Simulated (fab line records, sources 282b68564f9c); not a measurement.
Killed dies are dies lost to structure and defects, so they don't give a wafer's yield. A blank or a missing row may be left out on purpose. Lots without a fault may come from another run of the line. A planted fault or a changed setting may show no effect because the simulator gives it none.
fab line records | flow rit_cmos
record lots=15 wafers=45 last_day=7
route steps=202 shown M1@192
lots that met no fault: from a run of the same line without faults
start_h: hours from the record's first day to the start of the lot's first wafer shown | wait_h: hours since the lot's step before | " the same as in the row above | L1.1+2: a row that stands for several wafers | - no value, or no start given | * or withheld: withheld | < > ~ a bound
route shown NAME@n: a module of which the file shows steps, and the number in the route of the first | usual: mean/standard deviation of fault-free wafers | same: alike in all rows | chamber/n: place in a boat | sites: the reading at each site | _std_site: their standard deviation | _edge_site: outer sites' mean less inner sites' | radius_mm: how far each site lies from the wafer's centre | mask NAME#n: copy n | behind: the tool/chamber that last shaped the wafer | hold: why the lot was held/for how many hours/how that ended | device: the transistor (n, p or np) that didn't switch | end of line: the same wafers' tests at the end of the route | a step without rows: its recipe alone | killed: dies lost to structure and defects at the first sort, not the wafer's yield | map: a wafer's dies, x killed, . not, _ none there
set.NAME: the setting as run; set.NAME@STEP: as run at that earlier step | model.NAME: the simulator's own value behind a step, which no gauge read
steps of the route over a sample of lots; a table a step, a row a wafer
## steps
# step RIT_M1_DEVELOP_08
# recipe resist=NOVOLAK develop_time_s=68 dev_temp_c=23.83
# columns lot.wafer tool chamber start_h wait_h
L598.1+2+6 litho_track-02 0 56 -
L601.1+3+4 litho_track-02 0 70 -
L602.1+4+5 litho_track-02 0 78 -
L603.2+4+5 litho_track-03 0 81 -
L604.3+4+5 litho_track-03 0 86 -
L605.1+3+5 litho_track-01 0 89 -
L610.2+3+4 litho_track-03 0 116 -
L611.1+5+6 litho_track-03 0 120 -
L612.2+3+5 litho_track-03 0 126 -
L615.1+2+5 litho_track-01 0 141 -
L617.1+4+5 litho_track-02 0 150 -
L618.1+2+6 litho_track-02 0 154 -
L619.1+2+5 litho_track-01 0 159 -
L620.2+3+5 litho_track-01 0 165 -
L621.1+2+4 litho_track-02 0 168 -
# step RIT_M1_CD_MEAS_09
# recipe target_cd_nm=2600
# usual cd_nm=2600.6/1.9
# columns lot.wafer tool chamber start_h wait_h cd_nm
L598.1 cd_sem-02 - 56.38 - 2603.2
L598.2 " - " " 2602.6
L598.6 " - " " 2603.7
L601.1 cd_sem-01 - 70.91 - 2602.0
L601.3 " - " " 2603.1
L601.4 " - " " 2602.7
L602.1 cd_sem-01 - 78.44 - 2601.2
L602.4 " - " " 2600.0
L602.5 " - " " 2601.4
L603.2 cd_sem-02 - 81.29 - 2600.1
L603.4 " - " " 2600.0
L603.5 " - " " 2600.0
L604.3 cd_sem-02 - 86.29 - 2599.3
L604.4 " - " " 2599.8
L604.5 " - " " 2601.1
L605.1 cd_sem-01 - 90.06 - 2603.3
L605.3 " - " " 2603.0
L605.5 " - " " 2601.8
L610.2 cd_sem-01 - 116.96 - -
L610.3 " - " " -
L610.4 " - " " -
L611.1 cd_sem-02 - 121.07 - -
L611.5 " - " " -
L611.6 " - " " -
L612.2 cd_sem-02 - 126.22 - -
L612.3 " - " " -
L612.5 " - " " -
L615.1 cd_sem-02 - 142.11 - 2600.0
L615.2 " - " " 2601.7
L615.5 " - " " 2600.2
L617.1 cd_sem-01 - 150.36 - 2599.9
L617.4 " - " " 2597.7
L617.5 " - " " 2601.6
L618.1 cd_sem-02 - 154.83 - 2602.7
L618.2 " - " " 2604.4
L618.6 " - " " 2603.5
L619.1 cd_sem-01 - 159.26 - 2601.1
L619.2 " - " " 2597.8
L619.5 " - " " 2597.4
L620.2 cd_sem-01 - 165.79 - 2599.7
L620.3 " - " " 2601.2
L620.5 " - " " 2599.6
L621.1 cd_sem-01 - 169.11 - 2602.8
L621.2 " - " " 2601.5
L621.4 " - " " 2601.9
# step RIT_M1_OVL_MEAS_10
# usual M1_OVL=-0.4/1.6
# columns lot.wafer tool chamber start_h wait_h M1_OVL[nm]
L598.1 overlay-02 - 56.50 0.1 2.4
L598.2 " - " " 0.3
L598.6 " - " " 1.0
L601.1 overlay-02 - 71.03 0.1 1.0
L601.3 " - " " 2.4
L601.4 " - " " 1.6
L602.1 overlay-02 - 78.56 0.1 0.9
L602.4 " - " " 0.1
L602.5 " - " " -1.1
L603.2 overlay-02 - 81.40 0.1 1.3
L603.4 " - " " -0.1
L603.5 " - " " 0.5
L604.3 overlay-01 - 86.38 0.1 -4.5
L604.4 " - " " -4.0
L604.5 " - " " -2.3
L605.1 overlay-01 - 90.18 0.1 -0.1
L605.3 " - " " -0.4
L605.5 " - " " -0.8
L610.2 overlay-01 - 117.06 0.1 -
L610.3 " - " " -
L610.4 " - " " -
L611.1 overlay-01 - 121.19 0.1 -
L611.5 " - " " -
L611.6 " - " " -
L612.2 overlay-01 - 126.33 0.1 -
L612.3 " - " " -
L612.5 " - " " -
L615.1 overlay-01 - 142.23 0.1 -1.9
L615.2 " - " " -0.7
L615.5 " - " " 0.6
L617.1 overlay-01 - 150.48 0.1 -0.2
L617.4 " - " " -1.5
L617.5 " - " " -0.7
L618.1 overlay-02 - 154.95 0.1 -2.1
L618.2 " - " " -4.5
L618.6 " - " " -2.7
L619.1 overlay-02 - 159.38 0.1 -1.1
L619.2 " - " " 0.7
L619.5 " - " " 1.2
L620.2 overlay-02 - 165.89 0.1 -1.0
L620.3 " - " " -1.1
L620.5 " - " " -0.5
L621.1 overlay-02 - 169.23 0.1 1.1
L621.2 " - " " 0.2
L621.4 " - " " 2.6
# step RIT_M1_PROBE_99
# usual defect_limited_yield=97.4/1.1 killed_at_M0_to_M3=0/0 killed_at_contacts=0.1/0.27 killed_at_front_end=7/3 killed_dies=7.0/3 killed_on_rim=1.8/1.4 killed_open=3.5/2.1 killed_short=3.4/1.9 sort_bin_3_pad_short=0.1/0.19 sort_bin_5_function=1.4/0.77 sort_bin_6_memory=1.1/0.72 sort_n_pass=257.0/3 sort_yield_pct=97.4/1.1
# same gross_dies=264 killed_at_M4_up=0 killed_at_back_side=0 killed_at_other=0
# columns lot.wafer tool chamber start_h wait_h defect_limited_yield[%] killed_at_M0_to_M3 killed_at_contacts killed_at_front_end killed_dies killed_on_rim killed_open killed_short sort_bin_3_pad_short[%] sort_bin_5_function[%] sort_bin_6_memory[%] sort_n_pass sort_yield_pct[%]
L598.1 prober-02 - 62.54 0.1 96.6 0 0 9 9 4 2 7 0 2.3 1.1 255.0 96.6
L598.2 prober-02 - 62.59 0.1 96.2 0 0 10 10 2 5 5 0 3.0 0.8 254.0 96.2
L598.6 prober-02 - 62.79 0.2 96.6 0 0 9 9 1 5 4 0.4 1.5 1.5 255.0 96.6
L601.1 prober-02 - 73.73 0.1 97.3 0 0 7 7 1 5 2 0 1.9 0.8 257.0 97.3
L601.3 prober-02 - 73.83 0.2 96.6 0 0 9 9 1 6 3 0.4 1.9 1.1 255.0 96.6
L601.4 prober-02 - 73.88 0.2 98.9 0 0 3 3 0 1 2 0 0.8 0.4 261.0 98.9
L602.1 prober-01 - 81.23 0.1 98.9 0 0 3 3 0 2 1 0 0.8 0.4 261.0 98.9
L602.4 prober-01 - 81.38 0.2 98.1 0 0 5 5 1 3 2 0 1.5 0.4 259.0 98.1
L602.5 prober-01 - 81.43 0.2 98.5 0 0 4 4 1 1 3 0 0.8 0.8 260.0 98.5
L603.2 prober-02 - 84.07 0.1 95.8 0 0 11 11 1 5 5 0 2.3 1.9 253.0 95.8
L603.4 prober-02 - 84.17 0.2 96.2 0 0 10 10 4 1 8 0 1.5 2.3 254.0 96.2
L603.5 prober-02 - 84.22 0.2 96.2 0 0 10 10 4 5 5 0.4 1.9 1.5 254.0 96.2
L604.3 prober-01 - 89.17 0.2 97.3 0 0 7 7 0 2 5 0.4 2.3 0 257.0 97.3
L604.4 prober-01 - 89.22 0.2 98.5 0 0 4 4 1 1 3 0.4 0.4 0.8 260.0 98.5
L604.5 prober-01 - 89.27 0.2 99.2 0 0 2 2 1 2 0 0 0.4 0.4 262.0 99.2
L605.1 prober-02 - 95.29 0.1 95.5 0 0 12 12 2 5 7 0 3.0 1.5 252.0 95.5
L605.3 prober-02 - 95.39 0.2 96.6 0 0 9 9 5 4 5 0 1.5 1.9 255.0 96.6
L605.5 prober-02 - 95.49 0.2 99.2 0 0 2 2 0 1 1 0.4 0 0.4 262.0 99.2
L610.2 prober-01 - 120.35 0.1 0 257 0 7 264 70 5 2 0 98.5 1.5 0 0
L610.3 prober-01 - 120.40 0.2 0 260 1 3 264 70 2 2 0 99.2 0.8 0 0
L610.4 prober-01 - 120.45 0.2 0 258 0 6 264 70 5 1 0.4 98.9 0.8 0 0
L611.1 prober-02 - 123.73 0.1 0 258 0 6 264 70 3 3 0.4 99.2 0.4 0 0
L611.5 prober-02 - 123.93 0.2 0 250 1 13 264 70 9 5 0 98.5 1.5 0 0
L611.6 prober-02 - 123.98 0.2 0 253 0 11 264 70 4 7 0 97.3 2.7 0 0
L612.2 prober-01 - 129.09 0.1 0 257 0 7 264 70 4 3 0 97.7 2.3 0 0
L612.3 prober-01 - 129.14 0.2 0 255 0 9 264 70 2 7 0 97.3 2.7 0 0
L612.5 prober-01 - 129.24 0.2 0 261 0 3 264 70 1 2 0 99.6 0.4 0 0
L615.1 prober-02 - 144.79 0.1 96.2 0 0 10 10 3 6 4 0 1.9 1.9 254.0 96.2
L615.2 prober-02 - 144.84 0.1 98.5 0 0 4 4 1 1 3 0 0.8 0.8 260.0 98.5
L615.5 prober-02 - 144.99 0.2 97.7 0 0 6 6 1 5 1 0 1.1 1.1 258.0 97.7
L617.1 prober-02 - 153.30 0.1 98.9 0 0 3 3 1 2 1 0 0 1.1 261.0 98.9
L617.4 prober-02 - 153.45 0.2 98.1 0 0 5 5 0 1 4 0.4 0 1.5 259.0 98.1
L617.5 prober-02 - 153.50 0.2 97.0 0 0 8 8 1 5 3 0 1.5 1.5 256.0 97.0
L618.1 prober-01 - 157.60 0.1 96.6 0 1 8 9 1 2 7 0 1.1 2.3 255.0 96.6
L618.2 prober-01 - 157.65 0.1 97.0 0 0 8 8 4 5 3 0 1.5 1.5 256.0 97.0
L618.6 prober-01 - 157.85 0.2 98.1 0 0 5 5 2 2 3 0 1.1 0.8 259.0 98.1
L619.1 prober-02 - 163.67 0.1 96.2 0 0 10 10 5 4 6 0.4 2.3 1.1 254.0 96.2
L619.2 prober-02 - 163.72 0.1 98.1 0 0 5 5 2 2 3 0 1.5 0.4 259.0 98.1
L619.5 prober-02 - 163.87 0.2 97.3 0 0 7 7 1 3 4 0 1.5 1.1 257.0 97.3
L620.2 prober-01 - 168.47 0.1 97.3 0 0 7 7 0 4 3 0 1.9 0.8 257.0 97.3
L620.3 prober-01 - 168.52 0.2 97.7 0 0 6 6 2 3 3 0 1.5 0.8 258.0 97.7
L620.5 prober-01 - 168.62 0.2 97.3 0 0 7 7 0 4 3 0 0.8 1.9 257.0 97.3
L621.1 prober-02 - 171.77 0.1 98.1 0 0 5 5 3 2 3 0 1.5 0.4 259.0 98.1
L621.2 prober-02 - 171.82 0.1 98.5 0 0 4 4 3 2 2 0 1.1 0.4 260.0 98.5
L621.4 prober-02 - 171.92 0.2 96.6 0 0 9 9 1 3 6 0.4 1.5 1.5 255.0 96.6
# killed by level:class
L598.1 GATE:geometric_particle:short=3 FOX1:geometric_particle:short=2 FOX1:geometric_particle:open=1 GATE:geometric_particle:open=1 REOX:geometric_particle:short=1 SILICIDE:geometric_particle:short=1
L598.2 GATE:geometric_particle:open=4 SPACER:geometric_particle:short=2 FOX1:geometric_particle:short=1 GATE:geometric_particle:short=1 REOX:geometric_particle:short=1 SILICIDE:geometric_particle:open=1
L598.6 FOX1:geometric_particle:short=2 REOX:geometric_particle:open=2 FOX1:geometric_particle:open=1 FOX2:geometric_particle:open=1 GATE:geometric_particle:short=1 REOX:geometric_particle:short=1 SPACER:geometric_particle:open=1
L601.1 GATE:geometric_particle:open=3 FOX2:geometric_particle:short=1 FOX2:geometric_particle:open=1 SPACER:geometric_particle:short=1 SPACER:geometric_particle:open=1
L601.3 SILICIDE:geometric_particle:open=3 FOX1:geometric_particle:open=2 GATE:geometric_particle:short=2 FOX2:geometric_particle:short=1 GATE:geometric_particle:open=1
L601.4 GATE:geometric_particle:open=1 GATE:geometric_particle:short=1 SILICIDE:geometric_particle:short=1
L602.1 FOX1:geometric_particle:open=1 GATE:geometric_particle:open=1 SPACER:geometric_particle:short=1
L602.4 FOX1:geometric_particle:open=2 FOX1:geometric_particle:short=1 REOX:geometric_particle:short=1 SPACER:geometric_particle:open=1
L602.5 SILICIDE:geometric_particle:short=2 REOX:geometric_particle:short=1 REOX:geometric_particle:open=1
L603.2 GATE:geometric_particle:open=2 SPACER:geometric_particle:short=2 SPACER:geometric_particle:open=2 FOX2:geometric_particle:short=1 GATE:geometric_particle:short=1 SILICIDE:geometric_particle:short=1 SILICIDE:geometric_particle:open=1 PRETRO:coat_microbubble_printed=1
L603.4 SPACER:geometric_particle:short=3 SILICIDE:geometric_particle:short=2 FOX1:geometric_particle:short=1 GATE:geometric_particle:short=1 REOX:geometric_particle:short=1 SPACER:geometric_particle:open=1 PRETRO:coat_microbubble_printed=1
L603.5 REOX:geometric_particle:short=2 SPACER:geometric_particle:open=2 SILICIDE:geometric_particle:open=2 FOX2:geometric_particle:open=1 GATE:geometric_particle:short=1 SPACER:geometric_particle:short=1 SILICIDE:geometric_particle:short=1
L604.3 GATE:geometric_particle:short=3 SILICIDE:geometric_particle:short=2 GATE:geometric_particle:open=1 REOX:geometric_particle:open=1
L604.4 REOX:geometric_particle:short=3 GATE:geometric_particle:open=1
L604.5 SPACER:geometric_particle:open=2
L605.1 GATE:geometric_particle:open=3 SPACER:geometric_particle:short=3 FOX1:geometric_particle:short=1 FOX2:geometric_particle:short=1 GATE:geometric_particle:short=1 SPACER:geometric_particle:open=1 SILICIDE:geometric_particle:short=1 SILICIDE:geometric_particle:open=1
L605.3 FOX1:geometric_particle:short=2 REOX:geometric_particle:open=2 FOX1:geometric_particle:open=1 FOX2:geometric_particle:open=1 GATE:geometric_particle:short=1 REOX:geometric_particle:short=1 SPACER:geometric_particle:short=1
L605.5 FOX2:geometric_particle:short=1 SPACER:geometric_particle:open=1
L610.2 M1:area_develop=257 SPACER:geometric_particle:open=3 FOX2:geometric_particle:short=1 GATE:geometric_particle:open=1 SILICIDE:geometric_particle:open=1 SILICIDE:geometric_particle:short=1
L610.3 M1:area_develop=260 FOX1:geometric_particle:open=1 GATE:geometric_particle:open=1 SPACER:geometric_particle:short=1 CONTACT:geometric_particle:short=1
L610.4 M1:area_develop=258 FOX1:geometric_particle:open=2 GATE:geometric_particle:open=2 FOX1:geometric_particle:short=1 REOX:geometric_particle:open=1
L611.1 M1:area_develop=258 FOX2:geometric_particle:open=1 FOX2:geometric_particle:short=1 GATE:geometric_particle:short=1 SPACER:geometric_particle:open=1 SILICIDE:geometric_particle:short=1 SILICIDE:geometric_particle:open=1
L611.5 M1:area_develop=250 GATE:geometric_particle:open=4 REOX:geometric_particle:open=2 REOX:geometric_particle:short=2 SILICIDE:geometric_particle:open=2 SILICIDE:geometric_particle:short=2 GATE:geometric_particle:short=1 CONTACT:geometric_particle:open=1
L611.6 M1:area_develop=253 SILICIDE:geometric_particle:short=3 FOX1:geometric_particle:open=1 FOX2:geometric_particle:short=1 GATE:geometric_particle:short=1 GATE:geometric_particle:open=1 REOX:geometric_particle:short=1 SPACER:geometric_particle:open=1
L612.2 M1:area_develop=257 SILICIDE:geometric_particle:open=3 FOX1:geometric_particle:open=1 GATE:geometric_particle:short=1 REOX:geometric_particle:short=1 SILICIDE:geometric_particle:short=1
L612.3 M1:area_develop=255 GATE:geometric_particle:short=4 SILICIDE:geometric_particle:short=2 FOX2:geometric_particle:open=1 REOX:geometric_particle:short=1 SPACER:geometric_particle:open=1
L612.5 M1:area_develop=261 FOX1:geometric_particle:short=1 GATE:geometric_particle:short=1 REOX:geometric_particle:open=1
L615.1 GATE:geometric_particle:open=4 GATE:geometric_particle:short=2 FOX2:geometric_particle:short=1 FOX2:geometric_particle:open=1 REOX:geometric_particle:short=1 SILICIDE:geometric_particle:open=1
L615.2 GATE:geometric_particle:short=2 SPACER:geometric_particle:open=1 SILICIDE:geometric_particle:short=1
L615.5 FOX2:geometric_particle:open=2 GATE:geometric_particle:open=2 FOX2:geometric_particle:short=1 REOX:geometric_particle:open=1
L617.1 REOX:geometric_particle:open=1 SPACER:geometric_particle:open=1 SILICIDE:geometric_particle:short=1
L617.4 GATE:geometric_particle:short=3 FOX2:geometric_particle:short=1 GATE:geometric_particle:open=1
L617.5 FOX1:geometric_particle:short=2 GATE:geometric_particle:open=2 FOX1:geometric_particle:open=1 FOX2:geometric_particle:open=1 SPACER:geometric_particle:open=1 SILICIDE:geometric_particle:short=1
L618.1 GATE:geometric_particle:short=5 FOX1:geometric_particle:short=1 FOX1:geometric_particle:open=1 GATE:geometric_particle:open=1 CONTACT:geometric_particle:short=1
L618.2 GATE:geometric_particle:open=3 SILICIDE:geometric_particle:open=2 GATE:geometric_particle:short=1 SPACER:geometric_particle:short=1 SILICIDE:geometric_particle:short=1
L618.6 GATE:geometric_particle:short=2 GATE:geometric_particle:open=2 SILICIDE:geometric_particle:short=1
L619.1 GATE:geometric_particle:short=2 FOX1:geometric_particle:open=1 FOX1:geometric_particle:short=1 FOX2:geometric_particle:short=1 FOX2:geometric_particle:open=1 GATE:geometric_particle:open=1 REOX:geometric_particle:short=1 REOX:geometric_particle:open=1
L619.2 GATE:geometric_particle:open=2 GATE:geometric_particle:short=2 SILICIDE:geometric_particle:short=1
L619.5 GATE:geometric_particle:open=3 REOX:geometric_particle:short=2 GATE:geometric_particle:short=1 SPACER:geometric_particle:short=1
L620.2 GATE:geometric_particle:open=3 GATE:geometric_particle:short=1 REOX:geometric_particle:short=1 SPACER:geometric_particle:open=1 SPACER:geometric_particle:short=1
L620.3 FOX1:geometric_particle:short=1 GATE:geometric_particle:open=1 REOX:geometric_particle:short=1 SPACER:geometric_particle:open=1 SILICIDE:geometric_particle:short=1 SILICIDE:geometric_particle:open=1
L620.5 FOX2:geometric_particle:open=2 GATE:geometric_particle:short=2 GATE:geometric_particle:open=2 FOX2:geometric_particle:short=1
L621.1 GATE:geometric_particle:open=2 GATE:geometric_particle:short=1 REOX:geometric_particle:short=1 SPACER:geometric_particle:short=1
L621.2 GATE:geometric_particle:open=2 SPACER:geometric_particle:short=2
L621.4 GATE:geometric_particle:short=4 SILICIDE:geometric_particle:short=2 GATE:geometric_particle:open=1 REOX:geometric_particle:open=1 SILICIDE:geometric_particle:open=1
## key
first_sign step=RIT_M1_CD_MEAS_09 reading=cd_nm direction=missing through=control_loop
effect step=RIT_M1_OVL_MEAS_10 reading=M1_OVL direction=missing through=control_loop
effect step=RIT_M1_PROBE_99 reading=killed_at_M0_to_M3 direction=up sigmas=99+ usual=0 struck=256.6 through=control_loop
more_kills_born_at RIT_M1_DEVELOP_08@litho_track-03=2309
met_at RIT_M1_DEVELOP_08
struck_lots L610,L611,L612
later_rows_left_out L610.2,L610.3,L610.4,L611.1,L611.5,L611.6,L612.2,L612.3,L612.5
loop_trim step=RIT_M1_EXPOSE_06 setting=dose lots=L612
fault kind=process_parameter_drift tool=litho_track-03 chamber=- onset_h=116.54 steps=RIT_M1_DEVELOP_08 channel=develop_time_s offset=* shape=step end_h=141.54 acts_in=* stated=*
# later_rows_left_out: the simulator's readings of these wafers behind a module that went badly wrong aren't trusted and aren't shown, but for the sort
# loop_trim: a control loop set the setting to another value than it would have without faults
